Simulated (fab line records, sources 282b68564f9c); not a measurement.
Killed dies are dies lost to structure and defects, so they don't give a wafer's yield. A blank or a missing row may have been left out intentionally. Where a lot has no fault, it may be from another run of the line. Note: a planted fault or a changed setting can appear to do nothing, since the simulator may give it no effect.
The tool behind it: which one? || flow rit_cmos || 21 wafers from 7 lots sampled at 2 of the route's 202 steps

WHAT THE GAUGES READ, wafer by wafer
RIT_WELLDRIVE_RS_MEAS_01: a four-point-probe measurement.
{"lot": "L870", "measured": "day 2 19:43", "on": "film_metro-02", "NWELL_RS (ohm/sq)": "274.3 274.0 274.9"}
{"lot": "L873", "measured": "day 3 10:52", "on": "film_metro-02", "NWELL_RS (ohm/sq)": "273.2 274.2 274.3"}
{"lot": "L875", "measured": "day 3 21:26", "on": "film_metro-02", "NWELL_RS (ohm/sq)": "275.5 275.3 275.1"}
{"lot": "L878", "measured": "day 4 11:18", "on": "film_metro-01", "NWELL_RS (ohm/sq)": "274.3 274.8 274.6"}
{"lot": "L881", "measured": "day 5 02:51", "on": "film_metro-01", "NWELL_RS (ohm/sq)": "252.0 252.4 253.1"}
{"lot": "L886", "measured": "day 6 02:37", "on": "film_metro-01", "NWELL_RS (ohm/sq)": "275.9 275.8 275.3"}
{"lot": "L890", "measured": "day 6 22:59", "on": "film_metro-04", "NWELL_RS (ohm/sq)": "275.6 275.9 275.2"}

WHICH TOOL RAN EACH LOT (tool, then ch and the chambers of the sampled wafers, then the start)
{"lot": "L870", "RIT_WELLDRIVE_ANNEAL_00": "furnace-03 ch 0, day 2 14:35"}
{"lot": "L873", "RIT_WELLDRIVE_ANNEAL_00": "furnace-02 ch 0, day 3 05:47"}
{"lot": "L875", "RIT_WELLDRIVE_ANNEAL_00": "furnace-02 ch 0, day 3 16:20"}
{"lot": "L878", "RIT_WELLDRIVE_ANNEAL_00": "furnace-01 ch 0, day 4 06:13"}
{"lot": "L881", "RIT_WELLDRIVE_ANNEAL_00": "furnace-02 ch 0, day 4 21:45"}
{"lot": "L886", "RIT_WELLDRIVE_ANNEAL_00": "furnace-01 ch 0, day 5 21:30"}
{"lot": "L890", "RIT_WELLDRIVE_ANNEAL_00": "furnace-03 ch 0, day 6 17:54"}
- RIT_WELLDRIVE_ANNEAL_00: time 14700 s.

THE ANSWER, worked out from the rows above alone
Rule: the lots themselves supply what counts as usual. The widest of any qualifying gaps counts: lots, ordered by their means at a reading, are off when they make up no more than a third of the lots, leave a main group of 4 or more, and stand apart from it by 3 or more times the standard deviation of that group's means. A main group is skipped when, at the precision printed for the reading in the tables above, its means are all equal. A lot without any number at a reading at which 4 lots or more have one is off too. Where the step has rows for the other lots, those lots are counted as sound.
Off: L881, at RIT_WELLDRIVE_RS_MEAS_01 (NWELL_RS). The main group: mean 274.9 ohm/sq, standard deviation 0.65.
If a tool, at a process step before that reading, ran all the lots that are off and no sound lot after the first of them, it fits. The gauges at RIT_WELLDRIVE_RS_MEAS_01 are tried like those tools. One fits: RIT_WELLDRIVE_ANNEAL_00 on furnace-02. Its last sound lot is L875 (day 3 16:20), its first lot that is off L881 (day 4 21:45): a fault that began between those two fits.

WHAT WAS PUT IN BY THE SIMULATOR
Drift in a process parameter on furnace-02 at RIT_WELLDRIVE_ANNEAL_00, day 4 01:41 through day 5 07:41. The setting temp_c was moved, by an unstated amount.
Struck lots among those shown: L881. Same finding as the rule above.
